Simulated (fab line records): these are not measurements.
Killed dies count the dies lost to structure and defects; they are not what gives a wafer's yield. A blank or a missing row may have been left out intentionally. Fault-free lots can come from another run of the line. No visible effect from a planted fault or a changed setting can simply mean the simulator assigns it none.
Which tool is to blame? + flow berkeley-cmos170 + Sampling: 24 lots, 72 wafers, 6 of 331 route steps

## WHAT THE GAUGES READ, wafer by wafer
UCB170_START_THK_MEAS_03.
| lot  | measured    | on            | START_OXIDE_THK (nm) |
|------|-------------|---------------|----------------------|
| L074 | day 1 15:37 | film-metro-04 | 19.7 20.0 20.0       |
| L075 | day 1 18:55 | film-metro-04 | 20.0 20.0 19.6       |
| L076 | day 1 23:42 | film-metro-04 | 20.5 20.3 20.7       |
| L077 | day 2 05:11 | film-metro-02 | 20.3 19.7 19.9       |
| L078 | day 2 10:30 | film-metro-01 | 19.6 19.6 19.4       |
| L079 | day 2 15:35 | film-metro-01 | 19.5 19.4 19.4       |
| L080 | day 2 20:03 | film-metro-04 | 19.9 19.9 19.5       |
| L081 | day 3 01:29 | film-metro-04 | 19.7 19.8 19.7       |
| L082 | day 3 07:51 | film-metro-04 | 20.2 20.4 19.8       |
| L083 | day 3 13:46 | film-metro-01 | 20.5 20.6 20.4       |
| L084 | day 3 13:49 | film-metro-02 | 19.6 19.7 19.5       |
| L085 | day 3 21:13 | film-metro-02 | 19.4 19.4 20.1       |
| L086 | day 4 02:55 | film-metro-02 | 19.8 19.8 19.6       |
| L087 | day 4 08:40 | film-metro-02 | 20.4 20.1 20.5       |
| L088 | day 4 12:41 | film-metro-01 | 19.8 20.0 20.0       |
| L089 | day 4 21:54 | film-metro-01 | 20.6 20.8 20.8       |
| L090 | day 4 21:55 | film-metro-02 | 19.5 19.5 19.5       |
| L091 | day 5 05:21 | film-metro-01 | 20.1 19.9 19.8       |
| L092 | day 5 08:22 | film-metro-01 | 19.8 19.7 19.2       |
| L093 | day 5 13:57 | film-metro-02 | 19.2 19.9 19.8       |
| L094 | day 5 20:00 | film-metro-02 | 20.6 20.5 20.6       |
| L095 | day 5 22:28 | film-metro-01 | 19.9 20.0 20.1       |
| L096 | day 6 03:44 | film-metro-01 | 20.3 20.3 20.1       |
| L097 | day 6 10:58 | film-metro-02 | 20.0 20.3 20.2       |

UCB170_CONTACT_THK_MEAS_02.
| lot  | measured     | on            | CONTACT_PSG_THK (nm) |
|------|--------------|---------------|----------------------|
| L074 | day 7 02:24  | film-metro-04 | 696 701 694          |
| L075 | day 6 21:51  | film-metro-03 | 705 702 704          |
| L076 | day 7 09:53  | film-metro-01 | 690 696 691          |
| L077 | day 7 22:50  | film-metro-03 | 709 713 707          |
| L078 | day 7 22:50  | film-metro-04 | 700 703 703          |
| L079 | day 8 09:34  | film-metro-01 | 700 690 696          |
| L080 | day 8 10:00  | film-metro-03 | 696 692 692          |
| L081 | day 8 11:21  | film-metro-01 | 702 705 705          |
| L082 | day 9 01:28  | film-metro-03 | 691 698 694          |
| L083 | day 9 03:13  | film-metro-03 | 703 703 694          |
| L084 | day 9 01:14  | film-metro-03 | 710 710 706          |
| L085 | day 9 01:14  | film-metro-01 | 708 705 710          |
| L086 | day 9 18:34  | film-metro-03 | 699 701 701          |
| L087 | day 10 04:46 | film-metro-01 | 708 703 706          |
| L088 | day 10 04:47 | film-metro-03 | 701 701 700          |
| L089 | day 10 14:11 | film-metro-01 | 701 702 700          |
| L090 | day 10 04:56 | film-metro-04 | 695 702 696          |
| L091 | day 10 11:52 | film-metro-04 | 702 700 695          |
| L092 | day 10 13:40 | film-metro-03 | 694 699 699          |
| L093 | day 11 05:44 | film-metro-01 | 699 695 698          |
| L094 | day 11 06:14 | film-metro-01 | 699 704 694          |
| L095 | day 11 07:31 | film-metro-01 | 693 695 694          |
| L096 | day 11 06:15 | film-metro-03 | 709 707 707          |
| L097 | day 11 06:14 | film-metro-04 | 703 701 705          |

UCB170_V1_THK_MEAS_01.
| lot  | measured     | on            | V1_TEOS_THK (nm) |
|------|--------------|---------------|------------------|
| L074 | day 7 12:07  | film-metro-02 | 2028 1958 2013   |
| L075 | day 7 06:56  | film-metro-01 | 1992 2006 1963   |
| L076 | day 7 17:52  | film-metro-02 | 1993 2014 2051   |
| L077 | day 8 07:21  | film-metro-02 | 1947 2002 2040   |
| L078 | day 8 07:26  | film-metro-02 | 2012 2020 1989   |
| L079 | day 8 18:50  | film-metro-03 | 1967 1942 1988   |
| L080 | day 8 18:53  | film-metro-03 | 1992 1958 2014   |
| L081 | day 8 18:50  | film-metro-02 | 2014 1986 2038   |
| L082 | day 9 12:37  | film-metro-02 | 2052 2033 2046   |
| L083 | day 9 12:40  | film-metro-01 | 1997 2029 2018   |
| L084 | day 9 12:35  | film-metro-01 | 2024 1966 1981   |
| L085 | day 9 12:44  | film-metro-02 | 1982 2005 2012   |
| L086 | day 10 06:05 | film-metro-03 | 1938 1934 2007   |
| L087 | day 10 14:32 | film-metro-02 | 2012 2008 2003   |
| L088 | day 10 14:34 | film-metro-01 | 2006 1997 2053   |
| L089 | day 10 22:09 | film-metro-01 | 1965 1996 1985   |
| L090 | day 10 17:20 | film-metro-02 | 1985 2025 2010   |
| L091 | day 10 20:06 | film-metro-03 | 1996 2006 2012   |
| L092 | day 10 20:41 | film-metro-01 | 1972 1986 2013   |
| L093 | day 11 15:20 | film-metro-02 | 1963 1948 2015   |
| L094 | day 11 15:29 | film-metro-01 | 2021 2033 2044   |
| L095 | day 11 17:22 | film-metro-02 | 1965 1996 2047   |
| L096 | day 11 15:20 | film-metro-03 | 1973 2014 2020   |
| L097 | day 11 15:29 | film-metro-02 | 1976 2039 2011   |

UCB170_V2_THK_MEAS_04.
| lot  | measured     | on            | V2_POLISHED_THK (nm) |
|------|--------------|---------------|----------------------|
| L074 | day 7 19:25  | film-metro-03 | 997.3 1000.5 998.9   |
| L075 | day 7 12:19  | film-metro-04 | 999.8 1000.8 999.7   |
| L076 | day 8 00:32  | film-metro-04 | 1001.4 1001.1 996.8  |
| L077 | day 8 13:18  | film-metro-04 | 1001.0 1002.0 1000.2 |
| L078 | day 8 13:54  | film-metro-01 | 997.1 1001.7 999.3   |
| L079 | day 9 01:35  | film-metro-01 | 996.2 1000.7 999.6   |
| L080 | day 9 02:00  | film-metro-01 | 997.3 1001.3 1002.4  |
| L081 | day 9 01:45  | film-metro-03 | 997.5 1000.7 998.0   |
| L082 | day 9 23:39  | film-metro-03 | 1000.2 997.9 1000.1  |
| L083 | day 9 23:48  | film-metro-04 | 999.9 997.0 1000.2   |
| L084 | day 9 22:17  | film-metro-03 | 1001.3 998.6 999.8   |
| L085 | day 9 22:52  | film-metro-01 | 999.0 995.0 999.3    |
| L086 | day 10 15:01 | film-metro-03 | 1000.7 994.9 1000.2  |
| L087 | day 11 00:38 | film-metro-03 | 997.2 1002.6 999.0   |
| L088 | day 11 01:26 | film-metro-03 | 1003.1 1002.6 1003.6 |
| L089 | day 11 05:37 | film-metro-03 | 1000.1 996.0 996.8   |
| L090 | day 11 03:19 | film-metro-03 | 1001.6 1000.3 999.1  |
| L091 | day 11 03:33 | film-metro-01 | 1000.4 995.9 1000.7  |
| L092 | day 11 04:07 | film-metro-03 | 1000.2 998.1 999.9   |
| L093 | day 11 23:16 | film-metro-04 | 999.4 999.3 1001.7   |
| L094 | day 11 23:34 | film-metro-01 | 1001.2 997.9 1000.0  |
| L095 | day 12 01:04 | film-metro-03 | 1000.9 1002.0 996.4  |
| L096 | day 11 22:54 | film-metro-01 | 1001.4 997.1 1001.2  |
| L097 | day 12 00:23 | film-metro-03 | 999.7 1000.9 1001.1  |

UCB170_M3_BOW_MEAS_20.
| lot  | measured     | on            | M3_BOW (um) |
|------|--------------|---------------|-------------|
| L074 | day 8 00:11  | film-metro-01 | 40 32 31    |
| L075 | day 7 18:40  | film-metro-02 | 29 33 29    |
| L076 | day 8 05:51  | film-metro-02 | 34 45 32    |
| L077 | day 8 18:11  | film-metro-04 | 44 44 34    |
| L078 | day 8 18:49  | film-metro-01 | 43 40 47    |
| L079 | day 9 08:06  | film-metro-01 | 32 40 49    |
| L080 | day 9 08:34  | film-metro-01 | 29 30 28    |
| L081 | day 9 08:20  | film-metro-02 | 26 38 31    |
| L082 | day 10 05:20 | film-metro-01 | 44 50 51    |
| L083 | day 10 05:31 | film-metro-02 | 42 34 32    |
| L084 | day 10 03:49 | film-metro-02 | 40 36 40    |
| L085 | day 10 04:41 | film-metro-04 | 22 35 37    |
| L086 | day 10 23:38 | film-metro-01 | 30 28 41    |
| L087 | day 11 05:20 | film-metro-01 | 36 35 35    |
| L088 | day 11 06:58 | film-metro-01 | 30 44 40    |
| L089 | day 11 12:21 | film-metro-02 | 34 30 37    |
| L090 | day 11 09:01 | film-metro-02 | 36 28 36    |
| L091 | day 11 09:31 | film-metro-01 | 31 38 42    |
| L092 | day 11 10:55 | film-metro-02 | 32 28 46    |
| L093 | day 12 04:35 | film-metro-02 | 34 39 19    |
| L094 | day 12 04:58 | film-metro-01 | 41 30 44    |
| L095 | day 12 06:05 | film-metro-04 | 28 49 25    |
| L096 | day 12 04:20 | film-metro-04 | 37 29 48    |
| L097 | day 12 05:49 | film-metro-01 | 43 24 26    |

## WHICH TOOL RAN EACH LOT (tool, then ch and the chambers of the sampled wafers, then the start)
| lot  | UCB170_GATE_ETCH_14                |
|------|------------------------------------|
| L074 | rie-diel-01 ch 1,3, day 6 04:49    |
| L075 | rie-diel-01 ch 1,2,3, day 6 04:28  |
| L076 | rie-diel-04 ch 0,3, day 6 14:28    |
| L077 | rie-diel-01 ch 0,1,3, day 7 02:53  |
| L078 | rie-diel-04 ch 0,1,3, day 7 03:08  |
| L079 | rie-diel-02 ch 0,1,3, day 7 17:29  |
| L080 | rie-diel-01 ch 2,3, day 7 18:01    |
| L081 | rie-diel-04 ch 2,3, day 7 19:55    |
| L082 | rie-diel-04 ch 0,1,3, day 8 07:38  |
| L083 | rie-diel-04 ch 0,1, day 8 08:14    |
| L084 | rie-diel-01 ch 0,2,3, day 8 08:07  |
| L085 | rie-diel-02 ch 2,3, day 8 07:53    |
| L086 | rie-diel-02 ch 2,3, day 8 23:12    |
| L087 | rie-diel-04 ch 2,3, day 9 08:34    |
| L088 | rie-diel-02 ch 0,1,2, day 9 09:04  |
| L089 | rie-diel-04 ch 1,3, day 9 17:05    |
| L090 | rie-diel-01 ch 0,1,3, day 9 08:50  |
| L091 | rie-diel-04 ch 0,1,3, day 9 16:22  |
| L092 | rie-diel-02 ch 1,2,3, day 9 16:36  |
| L093 | rie-diel-04 ch 0,3, day 10 04:21   |
| L094 | rie-diel-04 ch 0,3, day 10 10:22   |
| L095 | rie-diel-01 ch 0,1,3, day 10 10:29 |
| L096 | rie-diel-02 ch 0,2,3, day 10 10:10 |
| L097 | rie-diel-02 ch 0,1,2, day 10 10:25 |
- UCB170_GATE_ETCH_14: etches BARC in N2/H2.

## AS READ BY THE TOOLS THEMSELVES (means over the sampled wafers that have a number; for cases with no such wafer, the mark the record gives instead)
UCB170_GATE_ETCH_14.
| lot  | tool        | drypump-motor-current-A (A) | h2-flow-sccm (sccm) | n2-flow-sccm (sccm) | oes-product-au (a.u.) | throttle-valve-pct (%) |
|------|-------------|-----------------------------|---------------------|---------------------|-----------------------|------------------------|
| L074 | rie-diel-01 | 5.2                         | 199.6               | 100.0               | 0.962                 | 13.43                  |
| L075 | rie-diel-01 | 5.4                         | 199.9               | 100.1               | 0.970                 | 13.40                  |
| L076 | rie-diel-04 | 5.5                         | 200.1               | 99.9                | 0.992                 | 13.14                  |
| L077 | rie-diel-01 | 5.7                         | 200.1               | 99.7                | 0.977                 | 13.30                  |
| L078 | rie-diel-04 | 5.9                         | 200.2               | 99.9                | 0.992                 | 13.32                  |
| L079 | rie-diel-02 | 5.8                         | 199.2               | 100.2               | 0.989                 | 13.41                  |
| L080 | rie-diel-01 | 5.7                         | 200.4               | 100.0               | 0.976                 | 13.37                  |
| L081 | rie-diel-04 | 5.6                         | 199.6               | 99.9                | 1.000                 | 13.17                  |
| L082 | rie-diel-04 | 5.9                         | 200.1               | 99.9                | 1.001                 | 13.33                  |
| L083 | rie-diel-04 | 6.1                         | 199.6               | 100.2               | 0.992                 | 13.46                  |
| L084 | rie-diel-01 | 5.9                         | 199.8               | 99.9                | 0.984                 | 13.27                  |
| L085 | rie-diel-02 | 5.8                         | 200.3               | 100.1               | 0.970                 | 13.41                  |
| L086 | rie-diel-02 | 6.1                         | 200.1               | 100.1               | 0.968                 | 13.43                  |
| L087 | rie-diel-04 | 5.6                         | 200.3               | 100.1               | 0.996                 | 13.17                  |
| L088 | rie-diel-02 | 6.1                         | 199.9               | 99.8                | 0.983                 | 13.42                  |
| L089 | rie-diel-04 | 5.7                         | 200.0               | 100.0               | 1.003                 | 13.18                  |
| L090 | rie-diel-01 | 5.6                         | 200.5               | 99.8                | 0.964                 | 13.29                  |
| L091 | rie-diel-04 | 5.9                         | 199.8               | 100.0               | 0.994                 | 13.32                  |
| L092 | rie-diel-02 | 5.9                         | 199.7               | 99.5                | 0.983                 | 13.46                  |
| L093 | rie-diel-04 | 5.7                         | 200.6               | 99.5                | 0.988                 | 13.28                  |
| L094 | rie-diel-04 | 5.8                         | 200.5               | 100.2               | 0.991                 | 13.29                  |
| L095 | rie-diel-01 | 5.7                         | 199.8               | 100.1               | 0.979                 | 13.30                  |
| L096 | rie-diel-02 | 6.0                         | 199.7               | 100.3               | 0.975                 | 13.38                  |
| L097 | rie-diel-02 | 6.1                         | 200.0               | 99.9                | 0.978                 | 13.42                  |

## THE ANSWER, worked out from the rows above alone
Rule: what is usual is taken from the lots themselves. The widest of any qualifying gaps counts: lots, ordered by their means at a reading, are off when they make up no more than a third of the lots, leave a main group of 4 or more, and stand apart from it by 3 or more times the standard deviation of that group's means. A main group is skipped when, at the precision printed for the reading in the tables above, its means are all equal. Also off: a lot with no number at a reading for which 4 or more lots have one. Any other lot the step has rows for is counted as sound. Order of review: gauges by route order, followed by the tools' own readings, for which a lot's mean as printed above is used. The first step at which some lot is off is used, and at that step the reading that is off furthest; a lot without a number counts as furthest.
None of the lots is off at any reading shown; this tells nothing.

## WHAT THE SIMULATOR HAD INSERTED
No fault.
